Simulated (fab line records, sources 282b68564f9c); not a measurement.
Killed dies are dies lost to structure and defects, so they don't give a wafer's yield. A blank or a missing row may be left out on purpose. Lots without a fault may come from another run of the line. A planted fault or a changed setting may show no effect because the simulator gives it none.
Problem report in the 8D (eight disciplines) form, filled by code | flow rit_cmos | the parts of the form that need people (team, actions taken, sign-off) are left out

1. THE PROBLEM
heater_power_total_W at RIT_NSD_SOFTBAKE_02 reads a mean of 33.59 W on 6 wafers of 2 lots; wafers without a fault read 34.56 W with a standard deviation of 0.049. That is -20 standard deviations from the usual mean.
The step: time 60 s.
First seen on wafer L321.1, day 5 17:11, on litho_track-01. The record holds 42 wafers of 14 lots with a number at this step. Rule for "out", or "out of limits": more than 4 standard deviations from the usual mean. The other wafers with a number count as sound.

2. WHAT IT IS AND WHAT IT IS NOT
question                    | is                                 | is not
which readings at this step | heater_power_total_W, plate_temp_C | chill_plate_temp_C
which lots                  | L321, L322                         | L309, L310, L311, L312, L314, L315, L316, L319, L326, L327, L329, L332
which wafers of those lots  | all that have a number             | -
read on which tools         | litho_track-01                     | litho_track-02, litho_track-04
when                        | from day 5 17:11                   | up to then (24 sound wafers); but 12 sound wafers of L326, L327, L329, L332 came after

3. SUSPECTS, AND WHAT RULES EACH OUT
Counting: a tool at a process step up to the reading stays a suspect if it ran every lot that is out and no sound lot after the first of them.
- litho_track-01 at RIT_NSD_SOFTBAKE_02 (time 60 s): kept. It ran every lot that is out, first L321 (day 5 17:11), and no sound lot after that; its last sound lot up to then is L310 (day 3 04:55). Its own readings are out on those wafers: heater_power_total_W, plate_temp_C.
Left after counting: litho_track-01 at RIT_NSD_SOFTBAKE_02.

4. THE CAUSE (what the simulator had put in)
Process parameter drift: litho_track-01, from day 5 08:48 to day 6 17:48, at RIT_NSD_SOFTBAKE_02. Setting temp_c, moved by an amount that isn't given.
Counting left only this tool.

5. THE CHAIN OF EFFECTS, in route order
Each row: a reading whose mean over the struck wafers that have a number lies more than 3 standard deviations from the usual. Only readings for which the record gives a usual standard deviation are gone through. hours: the time from each lot's start at the first step in this table that gives one to its start at this step, as a median over the lots. sigmas: the change in usual standard deviations.
hours | step                | reading              | usual   | on struck wafers | change | sigmas
0     | RIT_NSD_SOFTBAKE_02 | heater_power_total_W | 34.56 W | 33.59            | -0.97  | -20
0     | RIT_NSD_SOFTBAKE_02 | plate_temp_C         | 89.98 C | 88.15            | -1.83  | -14
The process steps in it:
- RIT_NSD_SOFTBAKE_02: time 60 s.

6. WHAT WOULD HAVE CAUGHT IT SOONER
In this record the first reading out of limits was taken at day 5 17:11, 8 hours after the fault began at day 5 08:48.
